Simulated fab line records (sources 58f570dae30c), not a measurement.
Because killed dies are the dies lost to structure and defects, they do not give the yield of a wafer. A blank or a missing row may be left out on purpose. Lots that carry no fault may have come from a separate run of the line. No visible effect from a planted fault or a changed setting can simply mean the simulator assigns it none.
Struck lot and sound lot, side by side | flow berkeley-cmos170 | 24 out of 331 route steps
Sound: the wafers L533.1, L533.5, L533.6. Wafers L542.2, L542.4, L542.6 were the ones struck. Last of all comes the cause.
At each step with rows: each side's tool, then ch and its chambers, then its first start. Under that, the readings that differ: sound wafers | struck wafers | difference of the means | sigmas: that difference in standard deviations of wafers without a fault.
alike: same words and numbers on both sides, and readings whose means sit less than 2 such deviations apart. not compared: any withheld reading, any reading some wafer has no value for, any bound like >300 that may hide the same value, and any number with overlapping values for which the record gives no deviation.
A row with sigmas, a row that says differs or no value, or rows on one side alone: a step with any of these is where the two part. When numbers do not overlap yet have no deviation, they are printed without sigmas and do not part them. A reading that every wafer of one side lacks parts them only if that side has two wafers or more.

UCB170_NWELL_ETCH_13: etches Si3N4 in CH3F/Ar/O2, stops on SiO2, target depth 246.4 nm, time 154 s.
  sound on rie-diel-04 ch 1,2, day 4 01:36; struck on rie-diel-04 ch 0,2,3, day 5 16:25
  alike: drypump-motor-current-A, mfc-ar-sccm, oes-product-au, rf-fwd-power-W, throttle-valve-pct
  not compared: rf-hours-counter-h
following that, these wafers have no rows for 1 step: UCB170_NWELL_IMPLANT_14.
UCB170_NWELL_STRIP_15: strips in O2.
  sound on plasma-asher-03 ch 0,1, day 4 01:51; struck on plasma-asher-03 ch 0, day 5 16:40
  alike: drypump-motor-current-A, oes-product-au, strip-time-to-endpoint-s
  not compared: rf-hours-counter-h
UCB170_NWELL_TW_MEAS_16:
  sound on film-metro-01 at day 4 01:59; struck on film-metro-04 at day 5 16:46
  alike: NWELL_TW
then, 6 steps without rows for these wafers: UCB170_NWELL_CLEAN_17 (cleans in SPM, time 600 s); UCB170_NWELL_WET_ETCH_18 (etches Si3N4 in H3PO4, time 14400 s); UCB170_NWELL_WET_ETCH_19 (etches SiO2 in BOE, time 22 s); UCB170_PWELL_CLEAN_00 (cleans in SPM, time 600 s); UCB170_PWELL_CLEAN_01 (cleans in dHF, time 60 s); UCB170_PWELL_OXIDATION_02 (target thk 26.4 nm, ox time 1260 s).
UCB170_PWELL_THK_MEAS_03:
  sound on film-metro-03 at day 4 13:53; struck on film-metro-01 at day 6 04:06
  reading              | sound          | struck         | difference | sigmas
  PWELL_OXIDE_THK (nm) | 25.9 25.5 25.7 | 26.9 26.7 26.8 | +1.1       | +3
then, 1 step without rows for these wafers: UCB170_PWELL_ANNEAL_04 (time 900 s).
UCB170_PWELL_CVD_05: deposits Si3N4 from SiH2Cl2/NH3, target thk 220 nm, time 3300 s.
  sound on lpcvd-02 ch 0, day 4 19:19; struck on lpcvd-01 ch 1, day 6 09:54
  reading                                 | sound             | struck            | difference | sigmas
  sih2cl2-flow-sccm (sccm)                | 24.97 24.87 24.95 | 20.07 20.01 20.04 | -4.89      | -79
  model.Si3N4_of_PWELL_CVD_05.thk-nm (nm) | 221.2 224.6 222.4 | 216.1 214.4 214.7 | -7.7       |
  alike: zone-power-load-pct
UCB170_PWELL_THK_MEAS_06:
  sound on film-metro-03 at day 4 21:14; struck on film-metro-04 at day 6 11:49
  reading                | sound             | struck            | difference | sigmas
  PWELL_NITRIDE_THK (nm) | 221.3 224.6 222.4 | 216.0 214.4 214.7 | -7.7       | -4
then, 6 steps without rows for these wafers: UCB170_PWELL_HMDS_07 (prime time 60 s); UCB170_PWELL_COAT_08 (resist thk 900 nm); UCB170_PWELL_SOFTBAKE_09 (time 60 s); UCB170_PWELL_EXPOSE_10 (exposes mask PWELL, target cd 3000 nm); UCB170_PWELL_PEB_11; UCB170_PWELL_DEVELOP_12 (develop time 45 s).
UCB170_PWELL_OVL_MEAS_13:
  sound on overlay-01 at day 4 22:25; struck on overlay-02 at day 6 13:25
  alike: PWELL_OVL
UCB170_PWELL_ETCH_14: etches Si3N4 in CH3F/Ar/O2, stops on SiO2, target depth 242 nm, time 151 s.
  sound on rie-diel-01 ch 0,3, day 4 22:27; struck on rie-diel-02 ch 1,2,3, day 6 13:27
  reading                  | sound             | struck            | difference | sigmas
  model.etch.depth-nm (nm) | 221.2 224.6 222.4 | 216.1 214.4 214.7 | -7.7       |
  alike: drypump-motor-current-A, mfc-ar-sccm, oes-product-au, rf-fwd-power-W, throttle-valve-pct
  not compared: rf-hours-counter-h
then, 2 steps without rows for these wafers: UCB170_PWELL_IMPLANT_15; UCB170_M3_PROBE_99.

WHERE THEY PART
At UCB170_PWELL_THK_MEAS_03 first; at UCB170_PWELL_THK_MEAS_06 last (within this record only). Later steps at which nothing parts them and some readings are alike: UCB170_PWELL_OVL_MEAS_13, UCB170_PWELL_ETCH_14.

WHY: what had been put in by the simulator
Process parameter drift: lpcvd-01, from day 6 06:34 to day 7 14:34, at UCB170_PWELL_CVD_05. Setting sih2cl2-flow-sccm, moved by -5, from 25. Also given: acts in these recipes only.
